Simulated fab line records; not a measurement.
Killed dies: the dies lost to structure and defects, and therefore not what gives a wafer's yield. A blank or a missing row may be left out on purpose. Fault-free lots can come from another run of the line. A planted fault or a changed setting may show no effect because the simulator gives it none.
fab line records :: flow berkeley_cmos170 :: part 2 of 2: steps 36 to 48 of 48
record
  lots=5
  wafers=15
  last_day=11
route steps=331 shown PWELL@51 WELLDRIVE@55 ACTIVE@60 PFIELD@79 FIELD@89 SACOX@97
lots untouched by any fault: they come from a run of this same line in which no faults occurred
start_h: hours from the record's opening day to when the first of the lot's shown wafers began :: wait_h: how many hours have passed since the lot's step before this one :: " same as the row above :: L1.1+2: one row covering several wafers at once :: - either no value or no given start :: * or withheld: withheld :: < > ~ a bound
route shown NAME@n: NAME is a module with steps in the file, n the number in the route of the first one :: usual: average and standard deviation across the fault-free wafers :: same: alike in all rows :: chamber/n: place in a boat :: sites: readings site by site :: _std_site: how widely they spread, as a standard deviation :: _edge_site: the outer-site mean with the inner-site mean subtracted :: radius_mm: for every site, how far away it sits from the centre of the wafer :: mask NAME#n: copy n :: behind: the most recent tool/chamber to have shaped the wafer :: hold: why the lot went on hold/how many hours it stayed there/how the hold came to an end :: device: whichever transistor did not switch (one of n, p or np) :: end of line: at the end of the route, the tests of the same wafers :: a step with no rows: only its recipe :: killed: dies that structure and defects cost at the first sort, which is not the same as the wafer's yield :: map: dies across one wafer; x = killed, . = not, _ = none there
set.NAME: the run value of the setting; set.NAME@STEP: its run value at that earlier step :: model.NAME: the simulator's own value behind a step, which no gauge read
lots at some steps of the route; a table a step, a row a wafer
services: the hour from which a tool's chamber was out of use, counted from the record's first day as start_h (under 0 if before that day), plus the number of hours and why
## steps
# step UCB170_PFIELD_IMPLANT_07
# recipe
  species=B
  dose_cm2=2e+13
  energy_kev=80
  tilt_deg=7
# usual
  beam_energy_keV=79.992/0.025
  dose_ions_cm2=2e+13/2.2e+10
lot.wafer: L074.1
tool: implanter-04
chamber: 0
start_h: 79.92
wait_h: 0.0
beam_energy_keV: 80.001
dose_ions_cm2: 1.9976e+13

lot.wafer: L074.2
tool: implanter-04
chamber: 0
start_h: 79.92
wait_h: 0.0
beam_energy_keV: 79.963
dose_ions_cm2: 1.9995e+13

lot.wafer: L074.4
tool: implanter-04
chamber: 0
start_h: 79.92
wait_h: 0.0
beam_energy_keV: 79.955
dose_ions_cm2: 1.9973e+13

lot.wafer: L075.3
tool: implanter-04
chamber: 0
start_h: 87.88
wait_h: 0.1
beam_energy_keV: 79.980
dose_ions_cm2: 1.9997e+13

lot.wafer: L075.4
tool: implanter-04
chamber: 0
start_h: 87.88
wait_h: 0.1
beam_energy_keV: 80.021
dose_ions_cm2: 2.0011e+13

lot.wafer: L075.5
tool: implanter-04
chamber: 0
start_h: 87.88
wait_h: 0.1
beam_energy_keV: 79.971
dose_ions_cm2: 2.0001e+13

lot.wafer: L082.2
tool: implanter-03
chamber: 0
start_h: 128.81
wait_h: 0.0
beam_energy_keV: 80.009
dose_ions_cm2: 1.9983e+13

lot.wafer: L082.4
tool: implanter-03
chamber: 0
start_h: 128.81
wait_h: 0.0
beam_energy_keV: 79.954
dose_ions_cm2: 2e+13

lot.wafer: L082.5
tool: implanter-03
chamber: 0
start_h: 128.81
wait_h: 0.0
beam_energy_keV: 79.992
dose_ions_cm2: 2.0021e+13

lot.wafer: L090.1
tool: implanter-02
chamber: 0
start_h: 156.93
wait_h: 0.0
beam_energy_keV: 79.975
dose_ions_cm2: 2.0004e+13

lot.wafer: L090.4
tool: implanter-02
chamber: 0
start_h: 156.93
wait_h: 0.0
beam_energy_keV: 80.016
dose_ions_cm2: 2.0003e+13

lot.wafer: L090.5
tool: implanter-02
chamber: 0
start_h: 156.93
wait_h: 0.0
beam_energy_keV: 79.998
dose_ions_cm2: 2.0022e+13

lot.wafer: L092.1
tool: implanter-03
chamber: 0
start_h: 176.55
wait_h: 0.0
beam_energy_keV: 80.009
dose_ions_cm2: 1.9997e+13

lot.wafer: L092.2
tool: implanter-03
chamber: 0
start_h: 176.55
wait_h: 0.0
beam_energy_keV: 80.016
dose_ions_cm2: 1.9993e+13

lot.wafer: L092.3
tool: implanter-03
chamber: 0
start_h: 176.55
wait_h: 0.0
beam_energy_keV: 80.023
dose_ions_cm2: 2.0006e+13
# step UCB170_PFIELD_STRIP_08
# recipe
  chemistry=O2
  power_w=400
  pressure_mtorr=3500
  platen_temp_c=withheld
  o2_flow_sccm=400
  overash_fraction=0.5
# usual
  drypump_motor_current_A=5.69/0.25
  oes_product_au=0.734/0.0041
  strip_time_to_endpoint_s=21.64/0.085
lot.wafer: L074.1
tool: plasma_asher-02
chamber: 1
start_h: 80.07
wait_h: 0.1
drypump_motor_current_A: 5.80
oes_product_au: 0.732
rf_hours_counter_h: 39
strip_time_to_endpoint_s: 21.55

lot.wafer: L074.2
tool: plasma_asher-02
chamber: 0
start_h: 80.07
wait_h: 0.1
drypump_motor_current_A: 5.39
oes_product_au: 0.737
rf_hours_counter_h: 39
strip_time_to_endpoint_s: 21.57

lot.wafer: L074.4
tool: plasma_asher-02
chamber: 0
start_h: 80.07
wait_h: 0.1
drypump_motor_current_A: 5.38
oes_product_au: 0.735
rf_hours_counter_h: -
strip_time_to_endpoint_s: 21.55

lot.wafer: L075.3
tool: plasma_asher-01
chamber: 1
start_h: 88.02
wait_h: 0.1
drypump_motor_current_A: 5.40
oes_product_au: 0.735
rf_hours_counter_h: -
strip_time_to_endpoint_s: 21.61

lot.wafer: L075.4
tool: plasma_asher-01
chamber: 0
start_h: 88.02
wait_h: 0.1
drypump_motor_current_A: 5.57
oes_product_au: 0.734
rf_hours_counter_h: -
strip_time_to_endpoint_s: 21.65

lot.wafer: L075.5
tool: plasma_asher-01
chamber: 0
start_h: 88.02
wait_h: 0.1
drypump_motor_current_A: 5.56
oes_product_au: 0.736
rf_hours_counter_h: -
strip_time_to_endpoint_s: 21.65

lot.wafer: L082.2
tool: plasma_asher-01
chamber: 0
start_h: 128.93
wait_h: 0.1
drypump_motor_current_A: 5.56
oes_product_au: 0.732
rf_hours_counter_h: 42
strip_time_to_endpoint_s: 21.62

lot.wafer: L082.4
tool: plasma_asher-01
chamber: 1
start_h: 128.93
wait_h: 0.1
drypump_motor_current_A: 5.44
oes_product_au: 0.731
rf_hours_counter_h: -
strip_time_to_endpoint_s: 21.53

lot.wafer: L082.5
tool: plasma_asher-01
chamber: 1
start_h: 128.93
wait_h: 0.1
drypump_motor_current_A: 5.42
oes_product_au: 0.734
rf_hours_counter_h: -
strip_time_to_endpoint_s: 21.56

lot.wafer: L090.1
tool: plasma_asher-01
chamber: 0
start_h: 157.08
wait_h: 0.1
drypump_motor_current_A: 5.57
oes_product_au: 0.736
rf_hours_counter_h: 46
strip_time_to_endpoint_s: 21.67

lot.wafer: L090.4
tool: plasma_asher-01
chamber: 0
start_h: 157.08
wait_h: 0.1
drypump_motor_current_A: 5.57
oes_product_au: 0.737
rf_hours_counter_h: -
strip_time_to_endpoint_s: 21.62

lot.wafer: L090.5
tool: plasma_asher-01
chamber: 0
start_h: 157.08
wait_h: 0.1
drypump_motor_current_A: 5.58
oes_product_au: 0.733
rf_hours_counter_h: -
strip_time_to_endpoint_s: 21.63

lot.wafer: L092.1
tool: plasma_asher-02
chamber: 0
start_h: 176.70
wait_h: 0.1
drypump_motor_current_A: 5.39
oes_product_au: 0.738
rf_hours_counter_h: 8
strip_time_to_endpoint_s: 21.77

lot.wafer: L092.2
tool: plasma_asher-02
chamber: 1
start_h: 176.70
wait_h: 0.1
drypump_motor_current_A: 5.84
oes_product_au: 0.731
rf_hours_counter_h: 8
strip_time_to_endpoint_s: 21.65

lot.wafer: L092.3
tool: plasma_asher-02
chamber: 0
start_h: 176.70
wait_h: 0.1
drypump_motor_current_A: 5.40
oes_product_au: 0.730
rf_hours_counter_h: -
strip_time_to_endpoint_s: 21.70
# step UCB170_PFIELD_TW_MEAS_09
# usual
  PFIELD_TW=602/3.6
lot.wafer: L074.1
tool: film_metro-04
chamber: -
start_h: 80.17
wait_h: 0.1
PFIELD_TW: 608

lot.wafer: L074.2
tool: film_metro-04
chamber: -
start_h: 80.17
wait_h: 0.1
PFIELD_TW: 606

lot.wafer: L074.4
tool: film_metro-04
chamber: -
start_h: 80.17
wait_h: 0.1
PFIELD_TW: 606

lot.wafer: L075.3
tool: film_metro-04
chamber: -
start_h: 88.10
wait_h: 0.1
PFIELD_TW: 609

lot.wafer: L075.4
tool: film_metro-04
chamber: -
start_h: 88.10
wait_h: 0.1
PFIELD_TW: 611

lot.wafer: L075.5
tool: film_metro-04
chamber: -
start_h: 88.10
wait_h: 0.1
PFIELD_TW: 609

lot.wafer: L082.2
tool: film_metro-03
chamber: -
start_h: 129.04
wait_h: 0.1
PFIELD_TW: 599

lot.wafer: L082.4
tool: film_metro-03
chamber: -
start_h: 129.04
wait_h: 0.1
PFIELD_TW: 599

lot.wafer: L082.5
tool: film_metro-03
chamber: -
start_h: 129.04
wait_h: 0.1
PFIELD_TW: 597

lot.wafer: L090.1
tool: film_metro-04
chamber: -
start_h: 157.18
wait_h: 0.1
PFIELD_TW: 604

lot.wafer: L090.4
tool: film_metro-04
chamber: -
start_h: 157.18
wait_h: 0.1
PFIELD_TW: 606

lot.wafer: L090.5
tool: film_metro-04
chamber: -
start_h: 157.18
wait_h: 0.1
PFIELD_TW: 607

lot.wafer: L092.1
tool: film_metro-03
chamber: -
start_h: 176.80
wait_h: 0.1
PFIELD_TW: 607

lot.wafer: L092.2
tool: film_metro-03
chamber: -
start_h: 176.80
wait_h: 0.1
PFIELD_TW: 604

lot.wafer: L092.3
tool: film_metro-03
chamber: -
start_h: 176.80
wait_h: 0.1
PFIELD_TW: 605
# step UCB170_FIELD_CLEAN_00
# recipe
  chemistry=dHF
  dilution=25:1
  time_s=7.5
lot.wafer: L074.1+2+4
tool: wet_bench-02
chamber: 0
start_h: 80.23
wait_h: 0.1

lot.wafer: L075.3+4+5
tool: wet_bench-02
chamber: 1
start_h: 88.14
wait_h: 0.0

lot.wafer: L082.2+4+5
tool: wet_bench-03
chamber: 1
start_h: 129.09
wait_h: 0.0

lot.wafer: L090.1+4+5
tool: wet_bench-01
chamber: 3
start_h: 157.27
wait_h: 0.1

lot.wafer: L092.1+2+3
tool: wet_bench-03
chamber: 2
start_h: 176.86
wait_h: 0.1
# step UCB170_FIELD_OXIDATION_01
# recipe
  temp_c=1000
  ambient=H2O
  p_h2o_torr=584.62
  target_thk_a=5583
  ox_time_s=7200
# usual
  ox_temp_c=1000.0/0.4
lot.wafer: L074.1
tool: furnace-01
chamber: 0
start_h: 83.78
wait_h: 3.5
ox_temp_c: 999.5

lot.wafer: L074.2
tool: furnace-01
chamber: 0
start_h: 83.78
wait_h: 3.5
ox_temp_c: 999.6

lot.wafer: L074.4
tool: furnace-01
chamber: 0
start_h: 83.78
wait_h: 3.5
ox_temp_c: 1000.1

lot.wafer: L075.3
tool: furnace-02
chamber: 0
start_h: 90.94
wait_h: 2.8
ox_temp_c: 1000.6

lot.wafer: L075.4
tool: furnace-02
chamber: 0
start_h: 90.94
wait_h: 2.8
ox_temp_c: 1000.3

lot.wafer: L075.5
tool: furnace-02
chamber: 0
start_h: 90.94
wait_h: 2.8
ox_temp_c: 999.7

lot.wafer: L082.2
tool: furnace-04
chamber: 0
start_h: 132.14
wait_h: 3.0
ox_temp_c: 999.1

lot.wafer: L082.4
tool: furnace-04
chamber: 0
start_h: 132.14
wait_h: 3.0
ox_temp_c: 999.4

lot.wafer: L082.5
tool: furnace-04
chamber: 0
start_h: 132.14
wait_h: 3.0
ox_temp_c: 999.5

lot.wafer: L090.1
tool: furnace-02
chamber: 0
start_h: 161.36
wait_h: 4.1
ox_temp_c: 999.9

lot.wafer: L090.4
tool: furnace-02
chamber: 0
start_h: 161.36
wait_h: 4.1
ox_temp_c: 1000.6

lot.wafer: L090.5
tool: furnace-02
chamber: 0
start_h: 161.36
wait_h: 4.1
ox_temp_c: 1000.1

lot.wafer: L092.1
tool: furnace-02
chamber: 0
start_h: 180.58
wait_h: 3.7
ox_temp_c: 999.9

lot.wafer: L092.2
tool: furnace-02
chamber: 0
start_h: 180.58
wait_h: 3.7
ox_temp_c: 999.8

lot.wafer: L092.3
tool: furnace-02
chamber: 0
start_h: 180.58
wait_h: 3.7
ox_temp_c: 1000.0
# step UCB170_FIELD_THK_MEAS_02
# recipe
  reads=SiO2_of_FIELD_OXIDATION_01
# usual
  FIELD_OXIDE_THK=556/8.7
lot.wafer: L074.1
tool: film_metro-02
chamber: -
start_h: 86.78
wait_h: 0.0
FIELD_OXIDE_THK[nm]: 551

lot.wafer: L074.2
tool: film_metro-02
chamber: -
start_h: 86.78
wait_h: 0.0
FIELD_OXIDE_THK[nm]: 553

lot.wafer: L074.4
tool: film_metro-02
chamber: -
start_h: 86.78
wait_h: 0.0
FIELD_OXIDE_THK[nm]: 547

lot.wafer: L075.3
tool: film_metro-01
chamber: -
start_h: 93.96
wait_h: 0.0
FIELD_OXIDE_THK[nm]: 556

lot.wafer: L075.4
tool: film_metro-01
chamber: -
start_h: 93.96
wait_h: 0.0
FIELD_OXIDE_THK[nm]: 559

lot.wafer: L075.5
tool: film_metro-01
chamber: -
start_h: 93.96
wait_h: 0.0
FIELD_OXIDE_THK[nm]: 550

lot.wafer: L082.2
tool: film_metro-02
chamber: -
start_h: 135.15
wait_h: 0.0
FIELD_OXIDE_THK[nm]: 581

lot.wafer: L082.4
tool: film_metro-02
chamber: -
start_h: 135.15
wait_h: 0.0
FIELD_OXIDE_THK[nm]: 587

lot.wafer: L082.5
tool: film_metro-02
chamber: -
start_h: 135.15
wait_h: 0.0
FIELD_OXIDE_THK[nm]: 582

lot.wafer: L090.1
tool: film_metro-01
chamber: -
start_h: 164.36
wait_h: 0.0
FIELD_OXIDE_THK[nm]: 551

lot.wafer: L090.4
tool: film_metro-01
chamber: -
start_h: 164.36
wait_h: 0.0
FIELD_OXIDE_THK[nm]: 552

lot.wafer: L090.5
tool: film_metro-01
chamber: -
start_h: 164.36
wait_h: 0.0
FIELD_OXIDE_THK[nm]: 555

lot.wafer: L092.1
tool: film_metro-04
chamber: -
start_h: 183.58
wait_h: 0.0
FIELD_OXIDE_THK[nm]: 562

lot.wafer: L092.2
tool: film_metro-04
chamber: -
start_h: 183.58
wait_h: 0.0
FIELD_OXIDE_THK[nm]: 559

lot.wafer: L092.3
tool: film_metro-04
chamber: -
start_h: 183.58
wait_h: 0.0
FIELD_OXIDE_THK[nm]: 554
# step UCB170_FIELD_ANNEAL_03
# recipe
  temp_c=1000
  time_s=1200
  ambient=N2
lot.wafer: L074.1+2+4
tool: furnace-01
chamber: 0
start_h: 89.46
wait_h: 2.7

lot.wafer: L075.3+4+5
tool: furnace-01
chamber: 0
start_h: 98.06
wait_h: 4.1

lot.wafer: L082.2+4+5
tool: furnace-04
chamber: 0
start_h: 136.47
wait_h: 1.3

lot.wafer: L090.1+4+5
tool: furnace-04
chamber: 0
start_h: 166.21
wait_h: 1.8

lot.wafer: L092.1+2+3
tool: furnace-02
chamber: 0
start_h: 184.93
wait_h: 1.3
# step UCB170_FIELD_WET_ETCH_04
# recipe
  chemistry=dHF
  dilution=10:1
  target=SiO2
  temp_c=25
  time_s=60
lot.wafer: L074.1+2+4
tool: wet_bench-03
chamber: 1
start_h: 90.80
wait_h: 0.0

lot.wafer: L075.3+4+5
tool: wet_bench-03
chamber: 3
start_h: 99.40
wait_h: 0.0

lot.wafer: L082.2+4+5
tool: wet_bench-01
chamber: 3
start_h: 137.92
wait_h: 0.1

lot.wafer: L090.1+4+5
tool: wet_bench-03
chamber: 1
start_h: 167.68
wait_h: 0.1

lot.wafer: L092.1+2+3
tool: wet_bench-03
chamber: 0
start_h: 186.29
wait_h: 0.0
# step UCB170_FIELD_WET_ETCH_05
# recipe
  chemistry=H3PO4
  target=Si3N4
  temp_c=160
  time_s=12600
lot.wafer: L074.1+2+4
tool: wet_bench-03
chamber: 0
start_h: 90.82
wait_h: 0.0

lot.wafer: L075.3+4+5
tool: wet_bench-02
chamber: 3
start_h: 99.42
wait_h: 0.0

lot.wafer: L082.2+4+5
tool: wet_bench-01
chamber: 2
start_h: 137.96
wait_h: 0.0

lot.wafer: L090.1+4+5
tool: wet_bench-03
chamber: 0
start_h: 167.70
wait_h: 0.0

lot.wafer: L092.1+2+3
tool: wet_bench-03
chamber: 0
start_h: 186.31
wait_h: 0.0
# step UCB170_FIELD_WET_ETCH_06
# recipe
  chemistry=BOE
  dilution=5:1
  target=SiO2
  temp_c=25
  time_s=22
lot.wafer: L074.1+2+4
tool: wet_bench-02
chamber: 2
start_h: 94.37
wait_h: 0.0

lot.wafer: L075.3+4+5
tool: wet_bench-01
chamber: 1
start_h: 102.93
wait_h: 0.0

lot.wafer: L082.2+4+5
tool: wet_bench-03
chamber: 1
start_h: 141.47
wait_h: 0.0

lot.wafer: L090.1+4+5
tool: wet_bench-03
chamber: 0
start_h: 171.41
wait_h: 0.2

lot.wafer: L092.1+2+3
tool: wet_bench-03
chamber: 2
start_h: 189.82
wait_h: 0.0
# step UCB170_FIELD_THK_MEAS_90
# recipe
  reads=SiO2_of_FIELD_OXIDATION_01
# usual
  FIELD_OXIDE_LEFT_1_THK=439/8.5
lot.wafer: L074.1
tool: film_metro-01
chamber: -
start_h: 94.39
wait_h: 0.0
FIELD_OXIDE_LEFT_1_THK[nm]: 435

lot.wafer: L074.2
tool: film_metro-01
chamber: -
start_h: 94.39
wait_h: 0.0
FIELD_OXIDE_LEFT_1_THK[nm]: 436

lot.wafer: L074.4
tool: film_metro-01
chamber: -
start_h: 94.39
wait_h: 0.0
FIELD_OXIDE_LEFT_1_THK[nm]: 431

lot.wafer: L075.3
tool: film_metro-02
chamber: -
start_h: 102.97
wait_h: 0.0
FIELD_OXIDE_LEFT_1_THK[nm]: 437

lot.wafer: L075.4
tool: film_metro-02
chamber: -
start_h: 102.97
wait_h: 0.0
FIELD_OXIDE_LEFT_1_THK[nm]: 441

lot.wafer: L075.5
tool: film_metro-02
chamber: -
start_h: 102.97
wait_h: 0.0
FIELD_OXIDE_LEFT_1_THK[nm]: 432

lot.wafer: L082.2
tool: film_metro-04
chamber: -
start_h: 141.50
wait_h: 0.0
FIELD_OXIDE_LEFT_1_THK[nm]: 462

lot.wafer: L082.4
tool: film_metro-04
chamber: -
start_h: 141.50
wait_h: 0.0
FIELD_OXIDE_LEFT_1_THK[nm]: 469

lot.wafer: L082.5
tool: film_metro-04
chamber: -
start_h: 141.50
wait_h: 0.0
FIELD_OXIDE_LEFT_1_THK[nm]: 464

lot.wafer: L090.1
tool: film_metro-01
chamber: -
start_h: 171.43
wait_h: 0.0
FIELD_OXIDE_LEFT_1_THK[nm]: 435

lot.wafer: L090.4
tool: film_metro-01
chamber: -
start_h: 171.43
wait_h: 0.0
FIELD_OXIDE_LEFT_1_THK[nm]: 435

lot.wafer: L090.5
tool: film_metro-01
chamber: -
start_h: 171.43
wait_h: 0.0
FIELD_OXIDE_LEFT_1_THK[nm]: 439

lot.wafer: L092.1
tool: film_metro-04
chamber: -
start_h: 189.89
wait_h: 0.1
FIELD_OXIDE_LEFT_1_THK[nm]: 444

lot.wafer: L092.2
tool: film_metro-04
chamber: -
start_h: 189.89
wait_h: 0.1
FIELD_OXIDE_LEFT_1_THK[nm]: 443

lot.wafer: L092.3
tool: film_metro-04
chamber: -
start_h: 189.89
wait_h: 0.1
FIELD_OXIDE_LEFT_1_THK[nm]: 437
# step UCB170_SACOX_CLEAN_00
# recipe
  chemistry=dHF
  dilution=25:1
  time_s=7.5
lot.wafer: L074.1+2+4
tool: wet_bench-03
chamber: 0
start_h: 94.50
wait_h: 0.1

lot.wafer: L075.3+4+5
tool: wet_bench-04
chamber: 1
start_h: 103.01
wait_h: 0.0

lot.wafer: L082.2+4+5
tool: wet_bench-02
chamber: 2
start_h: 141.56
wait_h: 0.1

lot.wafer: L090.1+4+5
tool: wet_bench-03
chamber: 2
start_h: 171.49
wait_h: 0.1

lot.wafer: L092.1+2+3
tool: wet_bench-03
chamber: 0
start_h: 189.95
wait_h: 0.1
# step UCB170_SACOX_OXIDATION_01
# recipe
  temp_c=900
  ambient=O2
  target_thk_a=144
  ox_time_s=2400
# usual
  ox_temp_c=900.0/0.38
lot.wafer: L074.1
tool: furnace-04
chamber: 0
start_h: 98.92
wait_h: 4.4
ox_temp_c: 899.8

lot.wafer: L074.2
tool: furnace-04
chamber: 0
start_h: 98.92
wait_h: 4.4
ox_temp_c: 899.6

lot.wafer: L074.4
tool: furnace-04
chamber: 0
start_h: 98.92
wait_h: 4.4
ox_temp_c: 899.7

lot.wafer: L075.3
tool: furnace-04
chamber: 0
start_h: 108.45
wait_h: 5.4
ox_temp_c: 900.4

lot.wafer: L075.4
tool: furnace-04
chamber: 0
start_h: 108.45
wait_h: 5.4
ox_temp_c: 900.3

lot.wafer: L075.5
tool: furnace-04
chamber: 0
start_h: 108.45
wait_h: 5.4
ox_temp_c: 900.0

lot.wafer: L082.2
tool: furnace-02
chamber: 0
start_h: 144.18
wait_h: 2.6
ox_temp_c: 900.2

lot.wafer: L082.4
tool: furnace-02
chamber: 0
start_h: 144.18
wait_h: 2.6
ox_temp_c: 900.3

lot.wafer: L082.5
tool: furnace-02
chamber: 0
start_h: 144.18
wait_h: 2.6
ox_temp_c: 900.2

lot.wafer: L090.1
tool: furnace-03
chamber: 0
start_h: 174.41
wait_h: 2.9
ox_temp_c: 900.2

lot.wafer: L090.4
tool: furnace-03
chamber: 0
start_h: 174.41
wait_h: 2.9
ox_temp_c: 900.2

lot.wafer: L090.5
tool: furnace-03
chamber: 0
start_h: 174.41
wait_h: 2.9
ox_temp_c: 899.9

lot.wafer: L092.1
tool: furnace-03
chamber: 0
start_h: 190.82
wait_h: 0.9
ox_temp_c: 900.3

lot.wafer: L092.2
tool: furnace-03
chamber: 0
start_h: 190.82
wait_h: 0.9
ox_temp_c: 900.1

lot.wafer: L092.3
tool: furnace-03
chamber: 0
start_h: 190.82
wait_h: 0.9
ox_temp_c: 899.7
## services
tool: krf_scanner-02
chamber: -
start_h: 28.89
hours: 1.0
kind: repair

tool: krf_scanner-01
chamber: -
start_h: 32.12
hours: 1.0
kind: pm

tool: krf_scanner-01
chamber: -
start_h: 37.63
hours: 3.0
kind: pm

tool: rie_diel-02
chamber: 2
start_h: 40.86
hours: 7.9
kind: repair

tool: furnace-02
chamber: -
start_h: 49.76
hours: 3.1
kind: pm

tool: rie_diel-02
chamber: 2
start_h: 56.70
hours: 7.0
kind: repair

tool: plasma_asher-02
chamber: -
start_h: 68.65
hours: 0.8
kind: repair

tool: wet_bench-03
chamber: -
start_h: 78.57
hours: 4.4
kind: pm

tool: krf_scanner-01
chamber: -
start_h: 80.49
hours: 33.1
kind: repair

tool: plasma_asher-01
chamber: -
start_h: 94.68
hours: 2.2
kind: repair

tool: rie_diel-04
chamber: 1
start_h: 104.17
hours: 7.6
kind: repair

tool: rie_diel-04
chamber: 3
start_h: 106.06
hours: 1.6
kind: repair

tool: plasma_asher-02
chamber: -
start_h: 108.75
hours: 9.0
kind: pm

tool: krf_scanner-02
chamber: -
start_h: 113.61
hours: 4.0
kind: pm

tool: furnace-01
chamber: -
start_h: 116.00
hours: 3.3
kind: pm

tool: krf_scanner-02
chamber: -
start_h: 122.56
hours: 1.0
kind: pm

tool: krf_scanner-02
chamber: -
start_h: 125.94
hours: 1.3
kind: pm

tool: furnace-01
chamber: -
start_h: 127.90
hours: 5.4
kind: pm

tool: krf_scanner-02
chamber: -
start_h: 131.76
hours: 2.8
kind: repair

tool: krf_scanner-02
chamber: -
start_h: 134.54
hours: 4.4
kind: pm

tool: furnace-01
chamber: -
start_h: 145.94
hours: 5.9
kind: pm

tool: plasma_asher-03
chamber: -
start_h: 152.96
hours: 14.6
kind: pm

tool: krf_scanner-02
chamber: -
start_h: 159.95
hours: 0.8
kind: pm

tool: plasma_asher-01
chamber: -
start_h: 165.95
hours: 0.4
kind: repair
